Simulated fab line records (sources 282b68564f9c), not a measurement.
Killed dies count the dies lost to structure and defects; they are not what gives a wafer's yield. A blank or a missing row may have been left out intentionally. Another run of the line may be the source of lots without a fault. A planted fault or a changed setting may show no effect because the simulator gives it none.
Which tool was responsible? -- flow rit_cmos -- 14 lots, 42 wafers sampled, at 2 steps of a route of 202

WHAT EACH GAUGE READ, for each wafer
RIT_CONTACT_THK_MEAS_01. Usual: CONTACT_TEOS_THK 401 nm, standard deviation 4.9.
lot,measured,on,CONTACT_TEOS_THK (nm),flag
L671,day 3 18:11,film_metro-04,392 397 401,
L672,day 3 23:16,film_metro-02,398 401 399,
L673,day 4 05:22,film_metro-04,399 390 403,
L674,day 4 12:02,film_metro-02,397 396 402,
L675,day 4 14:25,film_metro-02,403 400 399,
L677,day 5 01:44,film_metro-02,403 400 408,
L678,day 5 02:46,film_metro-02,397 408 408,
L680,day 5 11:22,film_metro-02,394 390 401,
L685,day 6 13:36,film_metro-04,558 400 403,OFF
L686,day 6 17:04,film_metro-02,405 558 568,OFF
L689,day 7 04:14,film_metro-02,394 392 398,
L691,day 7 18:09,film_metro-02,398 397 401,
L692,day 8 00:52,film_metro-02,402 407 404,
L693,day 8 07:59,film_metro-02,397 403 401,

WHICH TOOL RAN EACH LOT (tool, then ch and the chambers of the sampled wafers, then the start)
lot,RIT_CONTACT_CVD_00
L671,"pecvd-03 ch 0,1,2, day 3 18:08"
L672,"pecvd-04 ch 0,1,2, day 3 23:13"
L673,"pecvd-02 ch 0,1, day 4 05:19"
L674,"pecvd-03 ch 0,1,2, day 4 11:59"
L675,"pecvd-04 ch 0,1,2, day 4 14:22"
L677,"pecvd-03 ch 0,1,2, day 5 01:40"
L678,"pecvd-04 ch 0,2, day 5 02:41"
L680,"pecvd-03 ch 1,2, day 5 11:19"
L685,"pecvd-04 ch 0,1,2, day 6 13:33"
L686,"pecvd-04 ch 0,2, day 6 17:01"
L689,"pecvd-03 ch 0, day 7 04:10"
L691,"pecvd-03 ch 0,1, day 7 18:06"
L692,"pecvd-02 ch 0,1,2, day 8 00:47"
L693,"pecvd-03 ch 1,2, day 8 07:56"
- RIT_CONTACT_CVD_00: deposits SiO2 from TEOS, target thk 400 nm, time 61 s.

WHAT THE TOOLS THEMSELVES READ (means of the sampled wafers that have a number; where no wafer has one, the mark that the record gives instead)
RIT_CONTACT_CVD_00. Usual: heater_power_w 286 W, standard deviation 61.
lot,tool,heater_power_w (W),flag
L671,pecvd-03,347,
L672,pecvd-04,249,
L673,pecvd-02,335,
L674,pecvd-03,345,
L675,pecvd-04,220,
L677,pecvd-03,339,
L678,pecvd-04,231,
L680,pecvd-03,366,
L685,pecvd-04,252,
L686,pecvd-04,234,
L689,pecvd-03,278,
L691,pecvd-03,299,
L692,pecvd-02,288,
L693,pecvd-03,396,

THE ANSWER, worked out from the rows above alone
Rule: take the mean of a lot's wafers that have a number; if it is more than 3 standard deviations from the usual mean, the lot is off. A lot without any number at a reading at which 4 lots or more have one is off too. Any other lot the step has rows for is counted as sound. The gauges are gone through in route order, then the tools' own readings, and for those a lot's mean is taken as printed above. At the first step where some lot is off, the reading lying furthest off is the one used; lots without a number count as furthest.
Off: L685, L686, at RIT_CONTACT_THK_MEAS_01 (CONTACT_TEOS_THK).
If a tool, at a process step before that reading, ran all the lots that are off and no sound lot after the first of them, it fits. Those tools and the gauges at RIT_CONTACT_THK_MEAS_01 are tried in the same way. One candidate fits, namely pecvd-04 at RIT_CONTACT_CVD_00. A fault onset in the window from L678 (day 5 02:41, its last sound lot) to L685 (day 6 13:33, its first lot off) fits.

WHAT THE SIMULATOR PUT IN
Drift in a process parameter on pecvd-04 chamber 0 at RIT_CONTACT_CVD_00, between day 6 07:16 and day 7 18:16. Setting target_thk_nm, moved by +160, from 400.
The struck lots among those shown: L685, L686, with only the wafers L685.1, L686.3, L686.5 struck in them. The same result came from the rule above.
